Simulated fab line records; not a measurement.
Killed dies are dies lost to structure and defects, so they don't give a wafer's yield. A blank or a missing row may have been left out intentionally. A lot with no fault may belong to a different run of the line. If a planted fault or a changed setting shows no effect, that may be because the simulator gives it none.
Code-filled problem report in 8D (eight disciplines) form + flow berkeley-cmos170 + the parts of the form that need people (team, actions taken, sign-off) are left out

## 1. WHAT WENT WRONG
Mean NLDD_TW at UCB170_NLDD_TW_MEAS_11: 2035 over 9 wafers in 3 lots; fault-free wafers: 2216, standard deviation 12. Measured from the usual mean, that is -15 standard deviations.
Seen first at day 7 18:01 on film-metro-02, wafer L369.1. The record holds 45 wafers of 15 lots with a number at this step. Rule for "out" (also "out of limits"): further than 4 standard deviations from the usual mean. Any other wafer with a number is counted as sound.

## 2. WHAT IT IS; WHAT IT IS NOT
| question                    | is                           | is not                                                                                                              |
|-----------------------------|------------------------------|---------------------------------------------------------------------------------------------------------------------|
| which readings at this step | NLDD_TW                      | -                                                                                                                   |
| which lots                  | L369, L373, L375             | L366, L367, L368, L372, L377, L380, L381, L383, L385, L386, L387, L388                                              |
| which wafers of those lots  | all that have a number       | -                                                                                                                   |
| read on which gauges        | film-metro-02, film-metro-04 | film-metro-01                                                                                                       |
| when                        | from day 7 18:01             | up to then (9 sound wafers); but 27 sound wafers of L372, L377, L380, L381, L383, L385, L386, L387, L388 came after |

## 3. WHAT RULES OUT EACH SUSPECT
Counting: a tool at a process step up to the reading stays a suspect if it ran every lot that is out and no sound lot after the first of them.
- the gauge at UCB170_NLDD_TW_MEAS_11 is ruled out. 2 gauges (film-metro-02, film-metro-04) read the wafers that are out.
- implanter-03 at UCB170_NLDD_IMPLANT_09: kept. Every lot that is out went through it, starting with L369 (day 7 17:46), and after that it ran no sound lot; the last sound lot it ran before then is L366 (day 7 07:06). Its own readings are out on those wafers: dose-ions-cm2, faraday-current-uA.
Remaining after the count: implanter-03 at UCB170_NLDD_IMPLANT_09.

## 4. THE CAUSE (what the simulator had put in)
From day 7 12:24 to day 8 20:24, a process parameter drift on implanter-03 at UCB170_NLDD_IMPLANT_09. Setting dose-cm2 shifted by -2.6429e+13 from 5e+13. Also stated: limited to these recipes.
After counting, this tool was the only one left.

## 5. THE EFFECT CHAIN, in route order
Rows list readings where the struck wafers' mean (over those with a number) sits beyond 3 standard deviations from the usual. Only readings whose record carries a usual standard deviation are examined. hours: median over the lots of the time between each lot's start at the first step of this table that gives one and its start at this step. sigmas: the change, counted in usual standard deviations.
| hours | step                       | reading            | usual        | on struck wafers | change | sigmas      |
|-------|----------------------------|--------------------|--------------|------------------|--------|-------------|
| 0     | UCB170_NLDD_IMPLANT_09     | dose-ions-cm2      | 5e+13        | 2e+13            | -3e+13 | -99 or more |
| 0     | UCB170_NLDD_IMPLANT_09     | faraday-current-uA | 159          | 74               | -85    | -27         |
| 0     | UCB170_NLDD_TW_MEAS_11     | NLDD_TW            | 2216         | 2035             | -181   | -15         |
| 21    | UCB170_SDANNEAL_RS_MEAS_05 | NLDD_RS            | 615.9 ohm/sq | 754.4            | +138.5 | +92         |
Here are the process steps it includes:
- UCB170_NLDD_IMPLANT_09
Later steps that measure or inspect, where all struck wafers having a row at the step show a number for every such reading and not one has moved that far: UCB170_M2_THK_MEAS_03.

## 6. HOW IT WOULD HAVE BEEN CAUGHT EARLIER
Counted from the fault's start at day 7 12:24, it took 6 hours until the first out-of-limits reading at a measuring or inspecting step in this record, taken at day 7 18:01.
The tool's own readings at UCB170_NLDD_IMPLANT_09 were out on every struck wafer that the step has a row for (dose-ions-cm2, faraday-current-uA): an alarm limit on them would have fired on the first of those.
Lots out: 3; of these, L373, L375 started UCB170_NLDD_IMPLANT_09 on implanter-03 after day 7 18:01. A hold on the tool at that time would have spared those 2.
